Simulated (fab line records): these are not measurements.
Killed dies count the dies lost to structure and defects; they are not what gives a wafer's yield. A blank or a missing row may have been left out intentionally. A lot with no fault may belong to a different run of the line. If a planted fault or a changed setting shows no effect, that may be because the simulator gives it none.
Split-lot experiment -- flow berkeleyCmos170 -- on a route of 331 steps: 5 lots, 23 wafers read

THE SPLIT
At UCB170_PSD_IMPLANT_08, the setting doseCm2 was moved away from the recipe's 3e+15 on 7 of the 23 wafers read, by +2.7% to +5.2%. For the rest of the wafers, this setting stayed at what the recipe calls for.

FROM THE SPLIT TO THE READING: what the file shows between them, 7 steps
- UCB170_PSD_STRIP_09: strips in O2
- UCB170_NSD_IMPLANT_08 (also split here: energyKev)
- UCB170_NSD_STRIP_09: strips in O2
- UCB170_BACKSIDE_STRIP_03: strips in O2 (also split here: powerW)
- UCB170_BACKSIDE_CLEAN_04: cleans in SPM, time 600 s
- UCB170_SDANNEAL_RTA_00: time 10 s
- UCB170_SDANNEAL_RTA_01: time 5 s

THE READING
PSD_RS in ohm/sq, measured at UCB170_SDANNEAL_RS_MEAS_02 by four-point-probe. A value of 75.7 ohm/sq with a standard deviation of 0.35 ohm/sq is what fault-free wafers of this fab line usually give.

wafer,"tool, chamber at the split",doseCm2 as run,against the recipe,"PSD_RS, ohm/sq",against lot-mates on the recipe
L078.1,"implanter-02, 0",3.157e+15,+5.2%,73.0,-3.3
L078.2,"implanter-02, 0",3e+15,recipe,76.3,-
L078.3,"implanter-02, 0",3e+15,recipe,76.2,-
L078.4,"implanter-02, 0",3e+15,recipe,76.4,-
L078.6,"implanter-02, 0",3.157e+15,+5.2%,73.3,-3.0
L079.2,"implanter-04, 0",3e+15,recipe,76.2,-
L079.3,"implanter-04, 0",3e+15,recipe,76.1,-
L079.6,"implanter-04, 0",3e+15,recipe,76.1,-
L081.1,"implanter-04, 0",3e+15,recipe,76.2,-
L081.2,"implanter-04, 0",3.093e+15,+3.1%,74.4,-1.8
L081.3,"implanter-04, 0",3.093e+15,+3.1%,74.1,-2.1
L081.5,"implanter-04, 0",3.093e+15,+3.1%,74.4,-1.8
L081.6,"implanter-04, 0",3e+15,recipe,76.2,-
L084.1,"implanter-04, 0",3.081e+15,+2.7%,74.3,-1.3
L084.2,"implanter-04, 0",3e+15,recipe,75.3,-
L084.4,"implanter-04, 0",3e+15,recipe,75.7,-
L084.5,"implanter-04, 0",3e+15,recipe,75.9,-
L084.6,"implanter-04, 0",3.081e+15,+2.7%,74.0,-1.6
L085.1,"implanter-01, 0",3e+15,recipe,75.3,-
L085.2,"implanter-01, 0",3e+15,recipe,75.5,-
L085.3,"implanter-01, 0",3e+15,recipe,75.2,-
L085.4,"implanter-01, 0",3e+15,recipe,75.2,-
L085.6,"implanter-01, 0",3e+15,recipe,75.4,-

FIT RESULTS
A straight line over all 23 wafers: PSD_RS changes by -0.519 ohm/sq for each +1% of doseCm2; r = -0.92; the points scatter about the line by 0.39 ohm/sq.
The same after taking each lot's own level away (the mean of its wafers on the recipe; 23 wafers): -0.598 ohm/sq for each +1%; r = -0.99; scatter 0.15 ohm/sq.
On that fit, the largest move of doseCm2 shifts the reading by 3.1 ohm/sq.
Across the lots, their own levels run from 75.32 to 76.30 ohm/sq, a range of 2.8 times the standard deviation given above.
In other words, the slope is changed by the lot-to-lot level; the two fits disagree.
Check: for one of the wafers moved furthest among these (+5.2%), held out of the fit, the line's prediction against its lot-mates is -3.06 ohm/sq. Against them it came out at -3.3 ohm/sq.

ADDITIONAL SPLITS CARRIED BY THESE WAFERS
These wafers also went through other splits before the reading. Each is held against what the fit with the lots' levels taken away leaves over:
other split on the same wafers,wafers away from the commonest value,r with PSD_RS (lot level and that fit taken away)
UCB170_NSD_IMPLANT_08 energyKev,11,+0.26
UCB170_BACKSIDE_STRIP_03 powerW,10,-0.06

THE WHOLE CHAIN: every reading that the file lists as answering this split, in the file's order
step,what it does,reading,change (the file's fit),r (the file's)
UCB170_PSD_STRIP_09,strips in O2,stripTimeToEndpointS,withheld for each +1% of the setting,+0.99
UCB170_SDANNEAL_RS_MEAS_02,measures by four-point-probe,PSD_RS,-0.593 for each +1% of the setting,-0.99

THE FILE'S OWN FIT
PSD_RS changes by -0.593 ohm/sq for each +1% of doseCm2, r = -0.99.
